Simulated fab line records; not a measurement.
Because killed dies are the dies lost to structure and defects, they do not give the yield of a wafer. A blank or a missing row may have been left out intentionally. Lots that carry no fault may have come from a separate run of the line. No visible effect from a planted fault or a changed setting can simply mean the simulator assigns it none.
Comparing a struck lot with a sound one :: flow rit-cmos :: 15 out of 202 route steps
Sound: the wafers L666.1, L666.4, L666.5. Struck: wafers L676.1, L676.5. (L676.2 of the same lot was not struck and is left out.) The cause comes at the end.
Each step with rows lists, per side, the tool, then ch with its chambers, then its first start. Under that, the readings that differ: sound wafers :: struck wafers :: difference of the means :: sigmas: that difference in standard deviations of wafers without a fault.
alike: same words and numbers on both sides, and readings whose means sit less than 2 such deviations apart. not compared: any withheld reading, any reading some wafer has no value for, any bound like >300 that may hide the same value, and any number with overlapping values for which the record gives no deviation.
The two part at a step that has a row with sigmas, a row that says differs or no value, or rows on one side only. When numbers do not overlap yet have no deviation, they are printed without sigmas and do not part them. A reading missing from all wafers of one side parts the sides only when that side holds two or more wafers.

first, 1 step without rows for these wafers: RIT_ACTIVE_OXIDATION_01 (target thk 46.8 nm, ox time 3360 s).
RIT_ACTIVE_THK_MEAS_02:
  sound on film-metro-03, day 2 18:03; struck on film-metro-03, day 4 20:03
reading: ACTIVE_OXIDE_THK (nm)
sound: 46.0 46.5 45.6
struck: 48.7 47.4
difference: +2.0
sigmas: +2
then, 1 step without rows for these wafers: RIT_ACTIVE_CVD_03 (deposits Si3N4 from SiH2Cl2/NH3, target thk 150 nm, time 1500 s).
RIT_ACTIVE_THK_MEAS_04:
  sound on film-metro-03, day 2 19:32; struck on film-metro-03, day 4 21:32
  alike: ACTIVE_NITRIDE_THK
then, 6 steps without rows for these wafers: RIT_ACTIVE_HMDS_05 (prime time 60 s); RIT_ACTIVE_COAT_06 (resist thk 1000 nm); RIT_ACTIVE_SOFTBAKE_07 (time 60 s); RIT_ACTIVE_EXPOSE_08 (exposes mask M1, target cd 1400 nm); RIT_ACTIVE_PEB_09; RIT_ACTIVE_DEVELOP_10 (develop time 50 s).
RIT_ACTIVE_CD_MEAS_11: the cd target is 1400 nm.
  sound on cd-sem-01, day 2 20:26; struck on cd-sem-02, day 4 22:34
  alike: cd-nm
then, 1 step without rows for these wafers: RIT_ACTIVE_HARDBAKE_12 (time 60 s).
RIT_ACTIVE_ETCH_13: etches Si3N4 in SF6, stops on SiO2, time 210 s, target depth 210 nm.
  sound on rie-diel-03 ch 0,1,2, day 2 20:44; struck on rie-diel-03 ch 1, day 4 22:50
reading: oes-product-au (a.u.)
sound: 0.818 0.827 0.844
struck: 0.945 0.952
difference: +0.119
sigmas: +10

reading: run-length-s (s)
sound: 237.8 238.5 237.5
struck: 216.3 216.0
difference: -21.8
sigmas: -41

reading: model.NOVOLAK_of_ACTIVE_COAT_06.thk-nm (nm)
sound: 654.3 653.3 655
struck: 680.4 680.9
difference: +26.5
sigmas: 
  alike: drypump-motor-current-A, throttle-valve-pct
  not compared: rf-hours-counter-h
RIT_ACTIVE_STRIP_14: strips in O2, time 180 s.
  sound on plasma-asher-02 ch 0,1, day 2 20:52; struck on plasma-asher-03 ch 0,1, day 4 22:58
  alike: drypump-motor-current-A
  not compared: rf-hours-counter-h
RIT_M1_PROBE_99:
  sound on prober-02, day 4 15:41; struck on prober-02, day 6 17:02
  alike: killed-at-front-end, killed-dies, killed-open, killed-short

WHERE THEY PART
First at RIT_ACTIVE_THK_MEAS_02; last, within this record, at RIT_ACTIVE_ETCH_13. Later steps at which nothing parts them and some readings are alike: RIT_ACTIVE_STRIP_14, RIT_M1_PROBE_99.

WHY: what the simulator had put in
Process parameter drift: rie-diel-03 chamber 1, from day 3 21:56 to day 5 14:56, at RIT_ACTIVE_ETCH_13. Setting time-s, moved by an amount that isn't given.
